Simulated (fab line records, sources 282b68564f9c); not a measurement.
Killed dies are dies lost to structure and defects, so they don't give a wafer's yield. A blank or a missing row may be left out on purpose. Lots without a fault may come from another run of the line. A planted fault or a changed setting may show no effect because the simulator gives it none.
A struck lot beside a sound one | flow rit_cmos | 18 steps out of a route of 202
Sound: wafers L736.4, L736.5, L736.6. Struck: wafers L748.1, L748.4, L748.5. The cause comes at the end.
At each step with rows: each side's tool, then ch and its chambers, then its first start. Under that, the readings that differ: sound wafers | struck wafers | difference of the means | sigmas: that difference in standard deviations of wafers without a fault.
alike: readings whose means differ by less than 2 such deviations, and words and numbers that are the same on both sides. not compared: withheld readings, readings that some wafer has no value for, bounds like >300 that may hide the same value, and numbers for which the record gives no deviation and whose values overlap.
The two part at a step that has a row with sigmas, a row that says differs or no value, or rows on one side only. Numbers that don't overlap but have no deviation are shown without sigmas and don't part them. A reading that every wafer of one side lacks parts them only if that side has two wafers or more.

first, 1 step without rows for these wafers: RIT_PLDD_IMPLANT_08.
RIT_PLDD_STRIP_09: strips in O2, time 180 s.
  sound on plasma_asher-02 ch 0,1, day 3 23:08; struck on plasma_asher-03 ch 0, day 6 00:08
  alike: drypump_motor_current_A
  not compared: rf_hours_counter_h
RIT_PLDD_TW_MEAS_10:
  sound on film_metro-03, day 3 23:17; struck on film_metro-04, day 6 00:18
  reading | sound          | struck         | difference | sigmas
  PLDD_TW | 2393 2393 2381 | 2324 2336 2331 | -59        | -2
then, 4 steps without rows for these wafers: RIT_SPACER_CLEAN_00 (cleans in SC1, time 600 s); RIT_SPACER_CLEAN_01 (cleans in dHF, time 30 s); RIT_SPACER_CLEAN_02 (cleans in SC2, time 600 s); RIT_SPACER_CVD_03 (deposits Si3N4 from SiH2Cl2/NH3, target thk 250 nm, time 3300 s).
RIT_SPACER_THK_MEAS_04:
  sound on film_metro-03, day 4 02:13; struck on film_metro-02, day 6 02:40
  alike: SPACER_NITRIDE_THK
RIT_SPACER_ETCHBACK_05: etches Si3N4 in SF6/CHF3, stops on SiO2, target depth 250 nm, time 240 s.
  sound on rie_diel-03 ch 0,1,3, day 4 02:15; struck on rie_diel-03 ch 0,1,3, day 6 02:43
  alike: drypump_motor_current_A, oes_product_au, throttle_valve_pct
  not compared: rf_hours_counter_h
then, 3 steps without rows for these wafers: RIT_NSD_HMDS_00 (prime time 60 s); RIT_NSD_COAT_01 (resist thk 1000 nm); RIT_NSD_SOFTBAKE_02 (time 60 s).
RIT_NSD_EXPOSE_03: exposes mask M9, target cd 40700 nm.
  sound on iline_stepper-02 ch 0, day 4 03:01; struck on iline_stepper-01 ch 0, day 6 03:19
  reading                     | sound                | struck         | difference | sigmas
  model.NSD.overlay_x_nm (nm) | 0.7743 0.7743 0.7743 | 3491 3491 3491 | +3490      |
  alike: mask, focus_offset_nm
then, 2 steps without rows for these wafers: RIT_NSD_PEB_04; RIT_NSD_DEVELOP_05 (develop time 50 s).
RIT_NSD_OVL_MEAS_06:
  sound on overlay-01, day 4 03:22; struck on overlay-02, day 6 03:43
  reading      | sound       | struck               | difference | sigmas
  NSD_OVL (nm) | 1.4 0.3 0.6 | 3489.0 3489.7 3491.6 | +3489.3    | +99 or more
then, 1 step without rows for these wafers: RIT_NSD_HARDBAKE_07 (time 60 s).
RIT_M1_PROBE_99:
  sound on prober-02, day 4 14:44; struck on prober-02, day 6 15:01
  reading                                    | sound | struck      | difference | sigmas
  killed_at_front_end                        | 2 5 4 | 251 243 256 | +246       | +77
  killed_dies                                | 3 5 4 | 251 243 256 | +246       | +77
  killed_on_rim                              | 0 2 1 | 66 66 67    | +65        | +44
  model.etest.pmos_narrow.over_limit         | 0 0 0 | 1 1 1       | +1         |
  model.etest.select_edge_diode_n.over_limit | 0 0 0 | 1 1 1       | +1         |
  model.etest.gate_end_array.over_limit      | 0 0 0 | 1 1 1       | +1         |
  model.etest.nmos_0p3.over_limit            | 0 0 0 | 1 1 1       | +1         |
  model.etest.retro_edge_nmos.over_limit     | 0 0 0 | 1 1 1       | +1         |
  model.etest.pmos_0p3.over_limit            | 0 0 0 | 1 1 1       | +1         |
  alike: killed_at_contacts, killed_open, killed_short
  not compared: model.etest.nmos_0p15.bv_v, model.etest.nmos_0p3.bv_v

WHERE THEY PART
First at RIT_PLDD_TW_MEAS_10; last, within this record, at RIT_M1_PROBE_99.

WHY: what the simulator had put in
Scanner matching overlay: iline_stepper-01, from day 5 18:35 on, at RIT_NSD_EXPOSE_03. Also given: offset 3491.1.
